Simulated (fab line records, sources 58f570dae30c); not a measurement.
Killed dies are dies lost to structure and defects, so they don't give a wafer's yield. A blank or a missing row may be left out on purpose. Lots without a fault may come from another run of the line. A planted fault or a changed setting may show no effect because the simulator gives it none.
Which tool did it? | flow berkeley_cmos170 | 15 lots, 45 wafers sampled, at 5 steps of a route of 331

WHAT THE GAUGES READ, wafer by wafer
UCB170_SCREENOX_THK_MEAS_02.
lot  | measured     | on            | SCREENOX_OXIDE_THK (nm)
L701 | day 6 13:16  | film_metro-03 | 14.44 14.17 14.30
L702 | day 6 13:20  | film_metro-01 | 14.87 14.78 14.77
L703 | day 6 18:49  | film_metro-02 | 14.18 14.30 14.34
L705 | day 6 18:47  | film_metro-01 | 14.07 14.24 14.36
L708 | day 7 05:49  | film_metro-01 | 14.50 14.12 14.33
L706 | day 7 05:49  | film_metro-02 | 14.47 14.24 14.27
L707 | day 7 05:49  | film_metro-03 | 14.62 14.49 14.46
L710 | day 8 15:43  | film_metro-02 | 14.25 14.17 14.18
L711 | day 8 15:43  | film_metro-03 | 14.25 14.14 14.21
L713 | day 8 15:38  | film_metro-03 | 14.37 14.45 14.62
L714 | day 8 15:38  | film_metro-02 | 14.06 14.14 14.04
L715 | day 8 15:37  | film_metro-03 | 14.51 14.58 14.50
L720 | day 9 10:13  | film_metro-01 | 13.99 14.05 13.91
L722 | day 10 09:28 | film_metro-03 | 14.33 14.37 14.44
L723 | day 10 09:28 | film_metro-01 | 14.38 14.20 14.30

UCB170_PVT_OVL_MEAS_06.
lot  | measured     | on         | PVT_OVL (nm)
L701 | day 6 23:33  | overlay-02 | -1 4 1
L702 | day 6 23:00  | overlay-02 | 3 0 -1
L703 | day 7 06:53  | overlay-02 | 4 4 4
L705 | day 7 05:58  | overlay-01 | 4 0 -3
L708 | day 7 13:21  | overlay-01 | -16 -1 -8
L706 | day 7 13:26  | overlay-01 | 1 -3 -8
L707 | day 7 13:34  | overlay-01 | -4 4 0
L710 | day 9 02:11  | overlay-01 | 7 11 7
L711 | day 9 01:37  | overlay-01 | 1 -1 0
L713 | day 9 01:56  | overlay-01 | -3 6 9
L714 | day 9 02:29  | overlay-02 | 8 6 8
L715 | day 9 01:24  | overlay-02 | -6 10 3
L720 | day 9 19:29  | overlay-02 | 3 8 1
L722 | day 10 21:03 | overlay-01 | -9 -5 1
L723 | day 10 21:07 | overlay-02 | 4 2 -4

UCB170_PVT_TW_MEAS_09.
lot  | measured     | on            | PVT_TW
L701 | day 6 23:50  | film_metro-04 | 499 499 499
L702 | day 6 23:19  | film_metro-04 | 500 498 501
L703 | day 7 07:10  | film_metro-01 | 511 511 510
L705 | day 7 06:15  | film_metro-04 | 503 502 502
L708 | day 7 13:38  | film_metro-02 | 509 508 510
L706 | day 7 13:43  | film_metro-04 | 503 505 504
L707 | day 7 13:50  | film_metro-01 | 510 512 511
L710 | day 9 02:28  | film_metro-01 | 506 508 507
L711 | day 9 01:55  | film_metro-02 | 503 506 505
L713 | day 9 02:13  | film_metro-04 | 454 456 456
L714 | day 9 02:46  | film_metro-01 | 460 459 460
L715 | day 9 01:42  | film_metro-02 | 457 458 458
L720 | day 9 19:46  | film_metro-01 | 507 509 506
L722 | day 10 21:20 | film_metro-02 | 508 508 510
L723 | day 10 21:25 | film_metro-01 | 508 507 509

WHICH TOOL RAN EACH LOT (tool, then ch and the chambers of the sampled wafers, then the start)
lot  | UCB170_ZERO_STRIP_07                | UCB170_PVT_IMPLANT_07
L701 | plasma_asher-03 ch 0,1, day 1 20:35 | implanter-04 ch 0, day 6 23:35
L702 | plasma_asher-03 ch 0,1, day 2 03:08 | implanter-01 ch 0, day 6 23:04
L703 | plasma_asher-03 ch 0,1, day 2 08:41 | implanter-02 ch 0, day 7 06:57
L705 | plasma_asher-03 ch 0,1, day 2 18:01 | implanter-04 ch 0, day 7 06:00
L708 | plasma_asher-03 ch 0,1, day 3 01:58 | implanter-04 ch 0, day 7 13:23
L706 | plasma_asher-02 ch 0,1, day 3 02:02 | implanter-01 ch 0, day 7 13:29
L707 | plasma_asher-02 ch 0,1, day 3 02:17 | implanter-04 ch 0, day 7 13:35
L710 | plasma_asher-03 ch 0,1, day 3 21:37 | implanter-01 ch 0, day 9 02:15
L711 | plasma_asher-02 ch 0,1, day 4 04:55 | implanter-01 ch 0, day 9 01:41
L713 | plasma_asher-04 ch 1, day 4 17:05   | implanter-04 ch 0, day 9 01:58
L714 | plasma_asher-03 ch 0,1, day 4 17:20 | implanter-04 ch 0, day 9 02:31
L715 | plasma_asher-04 ch 0,1, day 4 21:23 | implanter-04 ch 0, day 9 01:30
L720 | plasma_asher-03 ch 0,1, day 5 21:25 | implanter-02 ch 0, day 9 19:32
L722 | plasma_asher-04 ch 0,1, day 6 07:26 | implanter-01 ch 0, day 10 21:05
L723 | plasma_asher-03 ch 1, day 6 07:41   | implanter-02 ch 0, day 10 21:10
- UCB170_ZERO_STRIP_07: strips in O2.
- UCB170_PVT_IMPLANT_07

WHAT THE TOOLS THEMSELVES READ (means of the sampled wafers that have a number; where no wafer has one, the mark that the record gives instead)
UCB170_ZERO_STRIP_07.
lot  | tool            | chamber_pressure_mTorr (mTorr) | drypump_motor_current_A (A) | oes_product_au (a.u.) | strip_time_to_endpoint_s (s)
L701 | plasma_asher-03 | 3501                           | 6.1                         | 0.726                 | 21.38
L702 | plasma_asher-03 | 3499                           | 6.2                         | 0.732                 | 21.40
L703 | plasma_asher-03 | 3500                           | 6.2                         | 0.730                 | 21.52
L705 | plasma_asher-03 | 3502                           | 5.8                         | 0.729                 | 21.53
L708 | plasma_asher-03 | 3498                           | 6.2                         | 0.732                 | 21.45
L706 | plasma_asher-02 | 3500                           | 5.9                         | 0.728                 | 21.36
L707 | plasma_asher-02 | 3502                           | 6.3                         | 0.728                 | 21.37
L710 | plasma_asher-03 | 3499                           | 5.8                         | 0.729                 | 21.44
L711 | plasma_asher-02 | 3504                           | 5.9                         | 0.729                 | 21.47
L713 | plasma_asher-04 | 3499                           | 6.7                         | 0.725                 | 21.40
L714 | plasma_asher-03 | 3501                           | 6.2                         | 0.729                 | 21.43
L715 | plasma_asher-04 | 3501                           | 6.2                         | 0.728                 | 21.42
L720 | plasma_asher-03 | 3498                           | 5.8                         | 0.729                 | 21.48
L722 | plasma_asher-04 | 3501                           | 5.6                         | 0.724                 | 21.53
L723 | plasma_asher-03 | 3500                           | 6.6                         | 0.728                 | 21.51

UCB170_PVT_IMPLANT_07.
lot  | tool         | beam_energy_keV | faraday_current_uA
L701 | implanter-04 | 29.996          | 6.42
L702 | implanter-01 | 29.994          | 6.34
L703 | implanter-02 | 30.002          | 6.51
L705 | implanter-04 | 30.004          | 6.41
L708 | implanter-04 | 29.981          | 6.28
L706 | implanter-01 | 29.997          | 6.27
L707 | implanter-04 | 30.008          | 6.38
L710 | implanter-01 | 29.991          | 6.38
L711 | implanter-01 | 29.997          | 6.34
L713 | implanter-04 | 20.990          | 6.44
L714 | implanter-04 | 21.005          | 6.41
L715 | implanter-04 | 21.003          | 6.39
L720 | implanter-02 | 30.007          | 6.36
L722 | implanter-01 | 30.000          | 6.32
L723 | implanter-02 | 29.989          | 6.22

THE ANSWER, worked out from the rows above alone
Rule: what is usual is taken from the lots themselves. Put in order of their means at a reading, lots are off if they are a third of the lots or fewer, leave a main group of 4 or more, and stand apart from it by a gap of 3 or more times the standard deviation of the main group's means; of several such gaps the widest counts. A main group whose means are all the same, to the digits that the tables above print for the reading, isn't used. A lot without any number at a reading at which 4 lots or more have one is off too. The other lots that the step has rows for count as sound. The gauges are gone through in route order, then the tools' own readings, and for those a lot's mean is taken as printed above. The first step at which some lot is off is used, and at that step the reading that is off furthest; a lot without a number counts as furthest.
Off: L713, L714, L715, at UCB170_PVT_TW_MEAS_09 (PVT_TW). The main group: mean 506, standard deviation 3.9.
A tool fits if, at a process step before that reading, it ran every lot that is off, and no sound lot after the first of them. The gauges at UCB170_PVT_TW_MEAS_09 aren't tried: what is off there is off at UCB170_PVT_IMPLANT_07 too, on other tools, and a gauge's error can't cause that. One fits: implanter-04 at UCB170_PVT_IMPLANT_07. Its last sound lot is L707 (day 7 13:35), its first lot that is off L715 (day 9 01:30): a fault that began between those two fits.
The tool's own readings at UCB170_PVT_IMPLANT_07 bear it out: on the lots that are off they differ by more than 5 times the standard deviation of the sound lots' means. beam_energy_keV reads 20.999 there against 29.997 on the sound lots.

WHAT THE SIMULATOR HAD PUT IN
Process parameter drift: implanter-04, from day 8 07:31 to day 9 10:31, at UCB170_PVT_IMPLANT_07. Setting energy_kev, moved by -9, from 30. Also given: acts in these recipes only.
Lots struck among those shown: L715, L713, L714. The rule above found the same.
